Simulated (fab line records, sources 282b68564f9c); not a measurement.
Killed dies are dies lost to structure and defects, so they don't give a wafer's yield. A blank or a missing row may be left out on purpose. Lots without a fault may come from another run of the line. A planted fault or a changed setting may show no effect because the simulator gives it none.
Problem report in the 8D (eight disciplines) form, filled by code | flow rit_cmos | the parts of the form that need people (team, actions taken, sign-off) are left out

1. THE PROBLEM
M1_AL_RS at RIT_M1_RS_MEAS_01 reads a mean of 0.0699 ohm/sq on 1 wafer of 1 lot; wafers without a fault read 0.0736 ohm/sq with a standard deviation of 0.00073. That is -5.1 standard deviations from the usual mean.
The step: measures by four-point-probe.
First seen on wafer L324.2, day 7 13:26, on film_metro-04. The record holds 39 wafers of 13 lots with a number at this step. Rule for "out", or "out of limits": more than 4 standard deviations from the usual mean. The other wafers with a number count as sound.

2. WHAT IT IS AND WHAT IT IS NOT
question                    | is               | is not
which readings at this step | M1_AL_RS         | -
which lots                  | L324             | L305, L306, L310, L311, L312, L313, L314, L316, L317, L318, L319, L327
which wafers of those lots  | L324.2           | L324.4, L324.5
read on which gauges        | film_metro-04    | film_metro-02, film_metro-03
when                        | from day 7 13:26 | up to then (35 sound wafers); but 3 sound wafers of L327 came after

3. SUSPECTS, AND WHAT RULES EACH OUT
Counting: a tool at a process step up to the reading stays a suspect if it ran every lot that is out. Sound lots after the first of them don't rule it out here, since some wafers of a struck lot are sound.
- the gauge at RIT_M1_RS_MEAS_01: kept. All the wafers that are out were read on film_metro-04, and no step on other tools shows them out.
- pvd_sputter-02 at RIT_M1_SPUTTER_00 (material Al, target thk 400 nm, time 500 s): kept. It ran the lot that is out, L324 (day 7 13:08); its last sound lot up to then is L319 (day 6 12:31).
Left after counting: pvd_sputter-02 at RIT_M1_SPUTTER_00, film_metro-04 at RIT_M1_RS_MEAS_01.

4. THE CAUSE (what the simulator had put in)
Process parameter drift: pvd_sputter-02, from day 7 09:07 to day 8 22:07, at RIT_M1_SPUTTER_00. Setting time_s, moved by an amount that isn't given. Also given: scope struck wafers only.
Counting left 2 suspects, and this tool is among them.

5. THE CHAIN OF EFFECTS, in route order
Each row: a reading whose mean over the struck wafers that have a number lies more than 3 standard deviations from the usual. Only readings for which the record gives a usual standard deviation are gone through. hours: the time from each lot's start at the first step in this table that gives one to its start at this step, as a median over the lots. sigmas: the change in usual standard deviations.
hours | step               | reading   | usual         | on struck wafers | change  | sigmas
0     | RIT_M1_RS_MEAS_01  | M1_AL_RS  | 0.0736 ohm/sq | 0.0699           | -0.0037 | -5.1
0     | RIT_M1_THK_MEAS_02 | M1_AL_THK | 395 nm        | 416              | +21     | +5.2

6. WHAT WOULD HAVE CAUGHT IT SOONER
In this record the first reading out of limits at a measuring or inspecting step was taken at day 7 13:26, 4 hours after the fault began at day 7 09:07.
Of the tool readings at RIT_M1_SPUTTER_00 for which the record gives a usual standard deviation, none was out on any struck wafer, so an alarm limit of 4 standard deviations on them would not have fired.
All the lots that are out (1) had begun RIT_M1_SPUTTER_00 on pvd_sputter-02 by day 7 13:26. A hold on the tool at that time would have spared none of them.
